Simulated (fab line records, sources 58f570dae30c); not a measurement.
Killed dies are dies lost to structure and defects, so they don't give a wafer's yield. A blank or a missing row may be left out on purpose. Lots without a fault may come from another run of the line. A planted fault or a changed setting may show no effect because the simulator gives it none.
One fault seen from 2 desks | flow berkeley_cmos170 | each desk has only its own numbers; what lay behind them comes last

THE METROLOGY DESK
What the gauges read, lot by lot, whatever tool the lot ran on: means of the sampled wafers that have a number. A lot is out of limits, marked OUT, if its mean lies more than 4 standard deviations from the usual mean; the brackets give that distance.
Columns: A = PSD_TW at UCB170_PSD_TW_MEAS_10, usual 2331; B = PSD_RS at UCB170_SDANNEAL_RS_MEAS_02, usual 75.6 ohm/sq
lot  | first seen here | A               | B
L949 | day 8 17:15     | 2343            | 75.9
L950 | day 9 00:56     | 2323            | 75.7
L951 | day 9 01:13     | 2328            | 75.9
L952 | day 9 16:06     | 2323            | 75.7
L954 | day 10 11:36    | 2336            | 75.6
L956 | day 10 11:50    | 2294            | 76.8
L957 | day 11 01:10    | 2331            | 76.2
L960 | day 11 01:22    | 2279 (-4.3) OUT | 76.3
L959 | day 11 01:28    | 2339            | 75.3
L964 | day 11 12:04    | 2350            | 75.7
L963 | day 11 12:20    | 2319            | 75.8
L968 | day 12 03:19    | 2320            | 75.6
L970 | day 12 18:20    | 2329            | 75.8
L972 | day 13 03:50    | 2331            | 75.7
This desk's finding: out of limits on L960; first on L960, day 11 01:22 (PSD_TW at UCB170_PSD_TW_MEAS_10). In limits: L949, L950, L951, L952, L954, L956, L957, L959, L964, L963, L968, L970, L972.

THE TOOL OWNER'S DESK: implanter-01
The tool's own readings at UCB170_PSD_IMPLANT_08: means of the sampled wafers that have a number, for each lot that ran on this tool. A lot is out of limits, marked OUT, if its mean lies more than 4 standard deviations from the usual mean; the brackets give that distance.
Columns: A = beam_energy_keV at UCB170_PSD_IMPLANT_08, usual 20.000; B = end_station_pressure_torr at UCB170_PSD_IMPLANT_08, usual 1.26e-05 Torr; C = tilt_deg at UCB170_PSD_IMPLANT_08, usual 6.997 degrees
lot  | first seen here | A                        | B        | C
L949 | day 8 17:00     | 19.999                   | 1.18e-05 | 7.003
L950 | day 9 00:41     | 19.994                   | 1.25e-05 | 6.986
L956 | day 10 11:37    | 18.002 (-99 or more) OUT | 1.27e-05 | 7.000
L960 | day 11 01:07    | 17.999 (-99 or more) OUT | 1.25e-05 | 6.983
This desk's finding: out of limits on L956, L960; first on L956, day 10 11:37 (beam_energy_keV at UCB170_PSD_IMPLANT_08). In limits: L949, L950.

PUT TOGETHER
The tool owner's desk could have raised an alarm at day 10 11:37, on L956, L960.
The metrology desk could have raised an alarm at day 11 01:22, on L960.
The metrology desk has L956 on record, within its limits.
Of the lots named, all ran UCB170_PSD_IMPLANT_08 on implanter-01.

WHAT THE SIMULATOR HAD PUT IN
Process parameter drift: implanter-01, from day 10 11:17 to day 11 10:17, at UCB170_PSD_IMPLANT_08. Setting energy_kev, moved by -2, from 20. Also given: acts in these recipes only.
Lots struck among those shown: L956, L960.
Hours from the fault's start to each desk's first reading out of limits: the tool owner's desk, 0; the metrology desk, 14.
